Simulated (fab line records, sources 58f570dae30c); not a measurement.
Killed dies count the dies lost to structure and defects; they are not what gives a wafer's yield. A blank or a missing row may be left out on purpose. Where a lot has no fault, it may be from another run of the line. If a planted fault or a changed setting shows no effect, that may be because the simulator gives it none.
Which tool did it? / flow berkeleyCmos170 / 15 lots, 45 wafers sampled, at 5 steps of a route of 331

== WHAT EACH GAUGE READ, for each wafer ==
UCB170_ACTIVE_THK_MEAS_06.
lot=L231; measured=day 4 13:01; on=filmMetro-03; ACTIVE_NITRIDE_THK (nm)=219.1 219.5 219.4
lot=L233; measured=day 4 23:09; on=filmMetro-03; ACTIVE_NITRIDE_THK (nm)=216.7 217.6 215.3
lot=L232; measured=day 4 23:10; on=filmMetro-02; ACTIVE_NITRIDE_THK (nm)=215.4 214.0 213.8
lot=L234; measured=day 5 07:56; on=filmMetro-01; ACTIVE_NITRIDE_THK (nm)=222.7 220.3 222.7
lot=L238; measured=day 6 03:25; on=filmMetro-01; ACTIVE_NITRIDE_THK (nm)=221.6 221.9 220.5
lot=L239; measured=day 6 14:10; on=filmMetro-02; ACTIVE_NITRIDE_THK (nm)=220.5 218.9 217.9
lot=L241; measured=day 6 22:57; on=filmMetro-01; ACTIVE_NITRIDE_THK (nm)=221.5 222.4 220.6
lot=L247; measured=day 8 01:41; on=filmMetro-03; ACTIVE_NITRIDE_THK (nm)=223.9 223.1 224.8
lot=L246; measured=day 8 01:41; on=filmMetro-01; ACTIVE_NITRIDE_THK (nm)=219.3 215.9 218.5
lot=L248; measured=day 8 17:25; on=filmMetro-03; ACTIVE_NITRIDE_THK (nm)=221.9 221.8 221.6
lot=L249; measured=day 8 17:25; on=filmMetro-02; ACTIVE_NITRIDE_THK (nm)=221.4 221.0 220.5
lot=L251; measured=day 8 22:40; on=filmMetro-02; ACTIVE_NITRIDE_THK (nm)=216.8 218.0 217.7
lot=L253; measured=day 9 07:12; on=filmMetro-01; ACTIVE_NITRIDE_THK (nm)=217.7 218.2 220.5
lot=L252; measured=day 9 07:13; on=filmMetro-02; ACTIVE_NITRIDE_THK (nm)=223.6 221.5 223.7
lot=L254; measured=day 9 07:13; on=filmMetro-03; ACTIVE_NITRIDE_THK (nm)=224.9 222.1 223.7

UCB170_PVT_OVL_MEAS_06.
lot=L231; measured=day 6 13:22; on=overlay-01; PVT_OVL (nm)=-4 -10 -10
lot=L233; measured=day 6 20:40; on=overlay-02; PVT_OVL (nm)=-10 -8 -9
lot=L232; measured=day 6 20:50; on=overlay-01; PVT_OVL (nm)=-5 -7 -8
lot=L234; measured=day 7 10:14; on=overlay-02; PVT_OVL (nm)=-4 6 4
lot=L238; measured=day 7 23:03; on=overlay-02; PVT_OVL (nm)=2 3 9
lot=L239; measured=day 8 16:23; on=overlay-02; PVT_OVL (nm)=-1 -7 -2
lot=L241; measured=day 8 15:45; on=overlay-01; PVT_OVL (nm)=7 -1 3
lot=L247; measured=day 9 22:05; on=overlay-01; PVT_OVL (nm)=2 2 4
lot=L246; measured=day 9 22:22; on=overlay-01; PVT_OVL (nm)=-6 -5 -4
lot=L248; measured=day 10 10:00; on=overlay-02; PVT_OVL (nm)=-6 -1 -1
lot=L249; measured=day 10 09:39; on=overlay-02; PVT_OVL (nm)=-8 -10 -6
lot=L251; measured=day 10 09:29; on=overlay-01; PVT_OVL (nm)=3 1 0
lot=L253; measured=day 10 20:43; on=overlay-01; PVT_OVL (nm)=-11 -8 -5
lot=L252; measured=day 10 20:39; on=overlay-02; PVT_OVL (nm)=2 4 5
lot=L254; measured=day 10 20:56; on=overlay-02; PVT_OVL (nm)=-1 2 1

UCB170_PVT_TW_MEAS_09.
lot=L231; measured=day 6 13:40; on=filmMetro-04; PVT_TW=501 500 500
lot=L233; measured=day 6 20:56; on=filmMetro-01; PVT_TW=498 496 497
lot=L232; measured=day 6 21:07; on=filmMetro-01; PVT_TW=495 495 498
lot=L234; measured=day 7 10:31; on=filmMetro-04; PVT_TW=499 504 505
lot=L238; measured=day 7 23:20; on=filmMetro-01; PVT_TW=414 414 416 415 413 414
lot=L239; measured=day 8 16:40; on=filmMetro-03; PVT_TW=422 421 421 424 422 422
lot=L241; measured=day 8 16:02; on=filmMetro-03; PVT_TW=425 423 426 425 422 424
lot=L247; measured=day 9 22:22; on=filmMetro-03; PVT_TW=501 504 505
lot=L246; measured=day 9 22:39; on=filmMetro-04; PVT_TW=507 505 507
lot=L248; measured=day 10 10:18; on=filmMetro-04; PVT_TW=501 507 507
lot=L249; measured=day 10 09:56; on=filmMetro-04; PVT_TW=505 508 505
lot=L251; measured=day 10 09:46; on=filmMetro-04; PVT_TW=506 506 506
lot=L253; measured=day 10 21:00; on=filmMetro-03; PVT_TW=505 511 507
lot=L252; measured=day 10 20:56; on=filmMetro-04; PVT_TW=504 506 504
lot=L254; measured=day 10 21:13; on=filmMetro-03; PVT_TW=507 503 507

UCB170_GATE_THK_MEAS_02.
lot=L231; measured=day 6 17:58; on=filmMetro-04; GATE_OXIDE_THK (nm)=6.64 6.61 6.57
lot=L233; measured=day 7 03:37; on=filmMetro-04; GATE_OXIDE_THK (nm)=6.35 6.36 6.47
lot=L232; measured=day 7 03:38; on=filmMetro-02; GATE_OXIDE_THK (nm)=6.47 6.60 6.60
lot=L234; measured=day 7 16:37; on=filmMetro-03; GATE_OXIDE_THK (nm)=6.35 6.43 6.48
lot=L238; measured=day 8 08:24; on=filmMetro-03; GATE_OXIDE_THK (nm)=6.43 6.44 6.37
lot=L239; measured=day 8 20:52; on=filmMetro-02; GATE_OXIDE_THK (nm)=6.68 6.72 6.59
lot=L241; measured=day 8 20:48; on=filmMetro-02; GATE_OXIDE_THK (nm)=6.45 6.40 6.64
lot=L247; measured=day 10 02:42; on=filmMetro-04; GATE_OXIDE_THK (nm)=6.48 6.67 6.66
lot=L246; measured=day 10 02:43; on=filmMetro-02; GATE_OXIDE_THK (nm)=6.86 6.84 6.82
lot=L248; measured=day 10 15:00; on=filmMetro-03; GATE_OXIDE_THK (nm)=6.66 6.67 6.62
lot=L249; measured=day 10 15:00; on=filmMetro-04; GATE_OXIDE_THK (nm)=6.85 6.75 6.84
lot=L251; measured=day 10 14:59; on=filmMetro-02; GATE_OXIDE_THK (nm)=6.74 6.56 6.59
lot=L253; measured=day 11 06:03; on=filmMetro-03; GATE_OXIDE_THK (nm)=6.82 6.79 6.79
lot=L252; measured=day 11 06:04; on=filmMetro-04; GATE_OXIDE_THK (nm)=6.59 6.63 6.77
lot=L254; measured=day 11 06:04; on=filmMetro-02; GATE_OXIDE_THK (nm)=6.42 6.51 6.43

== WHICH TOOL RAN EACH LOT (tool, then ch and the chambers of the sampled wafers, then the start) ==
lot=L231; UCB170_PVT_IMPLANT_07=implanter-01 ch 0, day 6 13:25
lot=L233; UCB170_PVT_IMPLANT_07=implanter-03 ch 0, day 6 20:41
lot=L232; UCB170_PVT_IMPLANT_07=implanter-01 ch 0, day 6 20:53
lot=L234; UCB170_PVT_IMPLANT_07=implanter-01 ch 0, day 7 10:17
lot=L238; UCB170_PVT_IMPLANT_07=implanter-03 ch 0, day 7 23:05
lot=L239; UCB170_PVT_IMPLANT_07=implanter-03 ch 0, day 8 16:25
lot=L241; UCB170_PVT_IMPLANT_07=implanter-03 ch 0, day 8 15:47
lot=L247; UCB170_PVT_IMPLANT_07=implanter-02 ch 0, day 9 22:07
lot=L246; UCB170_PVT_IMPLANT_07=implanter-01 ch 0, day 9 22:25
lot=L248; UCB170_PVT_IMPLANT_07=implanter-02 ch 0, day 10 10:05
lot=L249; UCB170_PVT_IMPLANT_07=implanter-02 ch 0, day 10 09:43
lot=L251; UCB170_PVT_IMPLANT_07=implanter-01 ch 0, day 10 09:31
lot=L253; UCB170_PVT_IMPLANT_07=implanter-02 ch 0, day 10 20:45
lot=L252; UCB170_PVT_IMPLANT_07=implanter-01 ch 0, day 10 20:43
lot=L254; UCB170_PVT_IMPLANT_07=implanter-01 ch 0, day 10 20:59
- UCB170_PVT_IMPLANT_07

== AS READ BY THE TOOLS THEMSELVES (means over the sampled wafers that have a number; for cases with no such wafer, the mark the record gives instead) ==
UCB170_PVT_IMPLANT_07.
lot=L231 tool=implanter-01 doseIonsCm2=1.9983e+12 faradayCurrentUA=6.36
lot=L233 tool=implanter-03 doseIonsCm2=2.0016e+12 faradayCurrentUA=6.31
lot=L232 tool=implanter-01 doseIonsCm2=2.0003e+12 faradayCurrentUA=6.40
lot=L234 tool=implanter-01 doseIonsCm2=2.0012e+12 faradayCurrentUA=6.39
lot=L238 tool=implanter-03 doseIonsCm2=1.0972e+12 faradayCurrentUA=3.44
lot=L239 tool=implanter-03 doseIonsCm2=1.0970e+12 faradayCurrentUA=3.56
lot=L241 tool=implanter-03 doseIonsCm2=1.0999e+12 faradayCurrentUA=3.58
lot=L247 tool=implanter-02 doseIonsCm2=1.9980e+12 faradayCurrentUA=6.32
lot=L246 tool=implanter-01 doseIonsCm2=1.9987e+12 faradayCurrentUA=6.26
lot=L248 tool=implanter-02 doseIonsCm2=1.9994e+12 faradayCurrentUA=6.45
lot=L249 tool=implanter-02 doseIonsCm2=1.9992e+12 faradayCurrentUA=6.43
lot=L251 tool=implanter-01 doseIonsCm2=1.9996e+12 faradayCurrentUA=6.25
lot=L253 tool=implanter-02 doseIonsCm2=2.0005e+12 faradayCurrentUA=6.23
lot=L252 tool=implanter-01 doseIonsCm2=1.9982e+12 faradayCurrentUA=6.41
lot=L254 tool=implanter-01 doseIonsCm2=1.9976e+12 faradayCurrentUA=6.33

== THE ANSWER, worked out from the rows above alone ==
Rule: the usual values come from the lots themselves. Put in order of their means at a reading, lots are off if they are a third of the lots or fewer, leave a main group of 4 or more, and stand apart from it by a gap of 3 or more times the standard deviation of the main group's means; of several such gaps the widest counts. A main group is skipped when, at the precision printed for the reading in the tables above, its means are all equal. A lot without any number at a reading at which 4 lots or more have one is off too. All remaining lots with rows at the step are treated as sound. First the gauges in route order, then the tools' own readings, where a lot's mean is used as printed above. The first step at which some lot is off is used, and at that step the reading that is off furthest; a lot without a number counts as furthest.
Off: at UCB170_PVT_TW_MEAS_09 (PVT_TW), L238, L239, L241. For the main group the mean is 503 and the standard deviation 3.6.
A tool fits if, at a process step before that reading, it ran every lot that is off, and no sound lot after the first of them. The gauges at UCB170_PVT_TW_MEAS_09 aren't tried: what is off there is off at UCB170_PVT_IMPLANT_07 too, on other tools, and a gauge's error can't cause that. One candidate fits, namely implanter-03 at UCB170_PVT_IMPLANT_07. Its last sound lot is L233 (day 6 20:41), its first lot that is off L238 (day 7 23:05): a fault that began between those two fits.
The tool's own readings at UCB170_PVT_IMPLANT_07 bear it out: on the lots that are off they differ by more than 5 times the standard deviation of the sound lots' means. doseIonsCm2 reads 1.0980e+12 there against 1.9994e+12 on the sound lots; faradayCurrentUA reads 3.53 there against 6.34 on the sound lots.

== WHAT THE SIMULATOR HAD INSERTED ==
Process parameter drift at UCB170_PVT_IMPLANT_07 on implanter-03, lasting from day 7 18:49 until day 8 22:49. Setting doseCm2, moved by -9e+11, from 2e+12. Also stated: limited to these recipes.
Struck lots among those shown: L238, L239, L241. The same result came from the rule above.
